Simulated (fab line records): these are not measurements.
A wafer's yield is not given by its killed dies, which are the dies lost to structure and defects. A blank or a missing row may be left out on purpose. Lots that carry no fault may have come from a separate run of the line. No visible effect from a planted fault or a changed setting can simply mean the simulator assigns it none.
Comparing a struck lot with a sound one	flow ritCmos	15 steps out of a route of 202
Sound: the wafers L901.2, L901.4, L901.6. Struck: wafer L911.4 (L911.3, L911.5, from the same lot, were not struck and are left out); the cause is given at the end.
Per side, at each step with rows, come the tool, then ch with its chambers, and then its first start. Under that, the readings that differ: sound wafers	struck wafers	difference of the means	sigmas: that difference in standard deviations of wafers without a fault.
alike: a reading whose means differ by less than 2 such deviations, as well as words and numbers matching on both sides. not compared: withheld readings; readings where some wafer has no value; bounds like >300 that might hide an equal value; numbers whose values overlap and for which the record gives no deviation.
Wherever a step has rows on one side only, a row that says differs or no value, or a row with sigmas, the two part there. When numbers do not overlap yet have no deviation, they are printed without sigmas and do not part them. Lack of a reading on every wafer of one side parts them only where that side has two or more wafers.

RIT_GATE_THK_MEAS_07:
  struck on filmMetro-03, day 5 02:08; sound on filmMetro-03, day 3 01:03
  alike: GATE_OXIDE_THK
then, 1 step without rows for these wafers: RIT_GATE_CVD_08 (deposits poly-Si from SiH4, target thk 250 nm, time 2220 s).
RIT_GATE_THK_MEAS_09:
  struck on filmMetro-01, day 5 04:38; sound on filmMetro-02, day 3 02:44
reading	sound	struck	difference	sigmas
GATE_POLY_THK (nm)	253.7 251.4 252.6	247.0	-5.6	-2
then, 6 steps without rows for these wafers: RIT_GATE_HMDS_10 (prime time 60 s); RIT_GATE_COAT_11 (resist thk 850 nm); RIT_GATE_SOFTBAKE_12 (time 60 s); RIT_GATE_EXPOSE_13 (exposes mask M6, target cd 150 nm); RIT_GATE_PEB_14; RIT_GATE_DEVELOP_15 (develop time 50 s).
RIT_GATE_CD_MEAS_16 targets a cd of 150 nm.
  struck on cdSem-01, day 5 05:40; sound on cdSem-02, day 3 03:47
reading	sound	struck	difference	sigmas
cdNm (nm)	144.4 148.1 144.9	152.9	+7.1	+3
RIT_GATE_OVL_MEAS_17:
  struck on overlay-02, day 5 05:45; sound on overlay-01, day 3 03:53
  alike: GATE_OVL
then, 1 step without rows for these wafers: RIT_GATE_HARDBAKE_18 (time 60 s).
RIT_GATE_ETCH_19: etches poly-Si in SF6/CHF3/O2, stops on SiO2, time 165 s, target depth 312.5 nm.
  sound on rieSi-01 ch 0,2,3, day 3 04:04; struck on rieSi-01 ch 0, day 5 05:55
reading	sound	struck	difference	sigmas
oesProductAu (a.u.)	0.860 0.844 0.874	0.737	-0.122	-9
runLengthS (s)	193.8 193.9 193.2	239.2	+45.6	+99 or more
model.NOVOLAK_of_GATE_COAT_11.thkNm (nm)	671.7 669.6 672.4	647.3	-23.9	
  alike: drypumpMotorCurrentA, throttleValvePct
  not compared: rfHoursCounterH
RIT_GATE_STRIP_20: strips in O2, time 180 s.
  sound on plasmaAsher-04 ch 1, day 3 04:10; struck on plasmaAsher-01 ch 0, day 5 06:05
reading	sound	struck	difference	sigmas
drypumpMotorCurrentA (A)	5.0 5.0 5.0	6.3	+1.3	+3
  not compared: rfHoursCounterH
RIT_M1_PROBE_99:
  struck on prober-01, day 6 01:55; sound on prober-01, day 3 23:53
reading	sound	struck	difference	sigmas
killedAtContacts	0 0 0	1	+1	+3
killedAtFrontEnd	3 3 2	9	+6	+2
killedDies	3 3 2	10	+7	+3
killedOpen	2 0 0	6	+5	+3
model.etest.pmosTurned.rOnOhmUm	3315 3349 3343	3015	-321	
model.etest.pmos_0p3.rOnOhmUm	5998 5995 6016	5675	-328	
model.etest.pmos_0p15.rOnOhmUm	2616 2673 2638	2473	-169	
model.etest.pmos_0p15.driveUaUm	281.3 273.8 279.4	305.1	+26.9	
model.etest.pmosTurned.driveUaUm	200.8 200.9 199	234	+34	
model.etest.pwellPinched.rsOhmSq	456.2 454.2 462.4	479.6	+22.0	
model.etest.nwellPinched.rsOhmSq	339.8 341.1 342.3	356.4	+15.3	
  alike: killedShort
  not compared: model.etest.ring.delayPs

== WHERE THEY PART ==
At RIT_GATE_THK_MEAS_09 first; at RIT_M1_PROBE_99 last (within this record only).

WHY: what the simulator had put in
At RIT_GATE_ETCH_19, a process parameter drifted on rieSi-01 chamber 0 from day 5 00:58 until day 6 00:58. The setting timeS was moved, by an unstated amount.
